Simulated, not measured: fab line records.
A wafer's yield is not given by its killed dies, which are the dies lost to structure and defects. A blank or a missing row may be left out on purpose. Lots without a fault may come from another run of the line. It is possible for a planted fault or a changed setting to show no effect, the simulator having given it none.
Struck lot and sound lot, side by side || flow ritCmos || 15 out of 202 route steps
Sound: the wafers L337.3, L337.4, L337.5. Struck: wafers L338.1, L338.2, L338.6. The cause comes at the end.
For every step that has rows: the tool of each side, followed by ch and its chambers, followed by its first start. Under that, the readings that differ: sound wafers || struck wafers || difference of the means || sigmas: that difference in standard deviations of wafers without a fault.
alike: readings whose means differ by less than 2 such deviations, and words and numbers that are the same on both sides. not compared: withheld readings, readings that some wafer has no value for, bounds like >300 that may hide the same value, and numbers for which the record gives no deviation and whose values overlap.
Wherever a step has rows on one side only, a row that says differs or no value, or a row with sigmas, the two part there. Non-overlapping numbers with no deviation appear without sigmas and do not part them. A reading that every wafer of one side lacks parts them only if that side has two wafers or more.

RIT_GATE_THK_MEAS_07:
  struck on filmMetro-03, day 4 11:36; sound on filmMetro-01, day 4 06:24
  alike: GATE_OXIDE_THK
then, 1 step without rows for these wafers: RIT_GATE_CVD_08 (deposits poly-Si from SiH4, target thk 250 nm, time 2220 s).
RIT_GATE_THK_MEAS_09:
  struck on filmMetro-01, day 4 13:16; sound on filmMetro-04, day 4 08:05
  alike: GATE_POLY_THK
then, 6 steps without rows for these wafers: RIT_GATE_HMDS_10 (prime time 60 s); RIT_GATE_COAT_11 (resist thk 850 nm); RIT_GATE_SOFTBAKE_12 (time 60 s); RIT_GATE_EXPOSE_13 (exposes mask M6, target cd 150 nm); RIT_GATE_PEB_14; RIT_GATE_DEVELOP_15 (develop time 50 s).
RIT_GATE_CD_MEAS_16 targets a cd of 150 nm.
  struck on cdSem-02, day 4 14:24; sound on cdSem-01, day 4 09:00
  alike: cdNm
RIT_GATE_OVL_MEAS_17:
  struck on overlay-01, day 4 14:31; sound on overlay-01, day 4 09:06
  alike: GATE_OVL
then, 1 step without rows for these wafers: RIT_GATE_HARDBAKE_18 (time 60 s).
RIT_GATE_ETCH_19: etches poly-Si in SF6/CHF3/O2, stops on SiO2, time 165 s, target depth 312.5 nm.
  sound on rieSi-02 ch 1,2, day 4 09:25; struck on rieSi-01 ch 1,3, day 4 14:49
  no value came back on the struck wafers for any of 5 readings (CHF3_flow_sccm (sccm), O2_flow_sccm (sccm) and others); on the sound wafers CHF3_flow_sccm (sccm) reads 29.96 29.83 29.89
{"reading": "model.NOVOLAK_of_GATE_COAT_11.thkNm (nm)", "sound": "670 668.8 670.1", "struck": "752.9 753.7 753.9", "difference": "+83.9", "sigmas": ""}
{"reading": "model.SiO2_of_FOX2_OXIDATION_00.thkNm (nm)", "sound": "238.7 246.4 244", "struck": "256.2 258.5 257.8", "difference": "+14.5", "sigmas": ""}
  not compared: rfHoursCounterH
RIT_GATE_STRIP_20: strips in O2, time 180 s.
  sound on plasmaAsher-01 ch 0,1, day 4 09:35; struck on plasmaAsher-03 ch 0,1, day 4 14:56
  alike: drypumpMotorCurrentA
  not compared: rfHoursCounterH
RIT_GATE_CD_MEAS_90 targets a cd of 150 nm.
  struck on cdSem-02, day 4 15:06; sound on cdSem-01, day 4 09:44
{"reading": "cdNm (nm)", "sound": "151.5 151.8 152.3", "struck": "- - -", "difference": "no value on the struck wafers", "sigmas": ""}

## WHERE THEY PART
At RIT_GATE_ETCH_19 first; at RIT_GATE_CD_MEAS_90 last (within this record only).

WHY: the cause the simulator had injected
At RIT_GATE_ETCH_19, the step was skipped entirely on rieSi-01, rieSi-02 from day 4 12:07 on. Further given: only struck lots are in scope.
